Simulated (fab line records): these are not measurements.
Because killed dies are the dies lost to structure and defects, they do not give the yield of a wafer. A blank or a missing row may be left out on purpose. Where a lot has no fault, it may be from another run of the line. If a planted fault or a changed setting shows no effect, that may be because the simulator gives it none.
What tool caused it? :: flow rit_cmos :: 21 wafers from 7 lots sampled at 2 of the route's 202 steps

== WHAT EACH GAUGE READ, for each wafer ==
RIT_PLDD_TW_MEAS_10.
lot: L133
measured: day 3 10:07
on: film_metro-03
PLDD_TW: 2380 2380 2381

lot: L136
measured: day 4 03:35
on: film_metro-03
PLDD_TW: 2372 2358 2360

lot: L140
measured: day 4 17:40
on: film_metro-03
PLDD_TW: 2366 2366 2367

lot: L143
measured: day 5 09:49
on: film_metro-03
PLDD_TW: 2730 2724 2740 2725 2736 2723

lot: L148
measured: day 6 15:56
on: film_metro-04
PLDD_TW: 2329 2336 2328

lot: L150
measured: day 7 05:45
on: film_metro-03
PLDD_TW: 2378 2361 2375

lot: L154
measured: day 8 03:29
on: film_metro-03
PLDD_TW: 2368 2364 2367

== WHICH TOOL RAN EACH LOT (tool, then ch and the chambers of the sampled wafers, then the start) ==
lot: L133
RIT_PLDD_IMPLANT_08: implanter-02 ch 0, day 3 09:47

lot: L136
RIT_PLDD_IMPLANT_08: implanter-04 ch 0, day 4 03:17

lot: L140
RIT_PLDD_IMPLANT_08: implanter-02 ch 0, day 4 17:21

lot: L143
RIT_PLDD_IMPLANT_08: implanter-04 ch 0, day 5 09:31

lot: L148
RIT_PLDD_IMPLANT_08: implanter-03 ch 0, day 6 15:38

lot: L150
RIT_PLDD_IMPLANT_08: implanter-02 ch 0, day 7 05:25

lot: L154
RIT_PLDD_IMPLANT_08: implanter-04 ch 0, day 8 03:10
- RIT_PLDD_IMPLANT_08

== THE ANSWER, worked out from the rows above alone ==
Rule: the lots themselves supply what counts as usual. The widest of any qualifying gaps counts: lots, ordered by their means at a reading, are off when they make up no more than a third of the lots, leave a main group of 4 or more, and stand apart from it by 3 or more times the standard deviation of that group's means. The tables above print the reading to a certain number of digits; a main group whose means all agree to those digits is not used. A lot without any number at a reading at which 4 lots or more have one is off too. Where the step has rows for the other lots, those lots are counted as sound.
Off: L143, seen at RIT_PLDD_TW_MEAS_10 (PLDD_TW). Mean 2363 and standard deviation 15 in the main group.
A tool fits if, at a process step before that reading, it ran every lot that is off, and no sound lot after the first of them. Those tools and the gauges at RIT_PLDD_TW_MEAS_10 are tried in the same way. Of those tried, none fits.

== WHAT HAD BEEN PUT IN BY THE SIMULATOR ==
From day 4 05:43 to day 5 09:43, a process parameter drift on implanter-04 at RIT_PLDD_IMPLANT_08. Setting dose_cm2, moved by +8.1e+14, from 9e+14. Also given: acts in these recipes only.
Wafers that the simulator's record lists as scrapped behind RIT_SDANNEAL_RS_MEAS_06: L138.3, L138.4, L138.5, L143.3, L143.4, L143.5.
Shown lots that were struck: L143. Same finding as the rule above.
